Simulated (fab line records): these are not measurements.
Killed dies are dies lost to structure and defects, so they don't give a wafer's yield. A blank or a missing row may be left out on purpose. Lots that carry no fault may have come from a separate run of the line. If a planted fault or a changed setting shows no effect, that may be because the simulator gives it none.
Matching of chambers -- flow berkeley_cmos170 -- rie_si-01 running UCB170_GATE_ETCH_15: 4 sister chambers
The step etches poly-Si in HBr/Cl2, stops on SiO2, time 56.3 s, target depth 278.2 nm. 4 wafers are shown with their chamber, then 8 later ones without.

## WAFERS WITH THEIR CHAMBER
wafer,chamber,throttle_valve_pct (%)
L913.5,3,26.66
L915.2,1,26.54
L915.6,0,26.07
L925.1,2,26.60

## WAFERS WHOSE CHAMBER IS MISSING
wafer,throttle_valve_pct (%)
L925.2,26.54
L925.4,26.08
L928.1,26.61
L928.2,26.66
L928.4,26.55
L927.1,26.54
L927.2,26.08
L927.4,26.62

## WHICH CHAMBER EACH WENT THROUGH
wafer,from the rows above,in truth
L925.2,1,1
L925.4,0,0
L928.1,2,2
L928.2,3,3
L928.4,1,1
L927.1,1,1
L927.2,0,0
L927.4,2,2
Correctly placed: 8 of 8. Left unplaced by these rows: 0. 0 placed wrongly.
How it was worked out, from the rows above alone: a wafer's distance from a chamber is the root of the sum, over the readings, of the square of ((its reading less the chamber's mean) divided by the reading's scatter). The wafer belongs to the nearest chamber; if the next one is less than 2 further off, it can't be placed. A chamber's mean is the mean of its shown wafers. The scatter: with one shown wafer a chamber, the root of the mean of the squares of how far each hidden wafer lies from its nearest shown one.
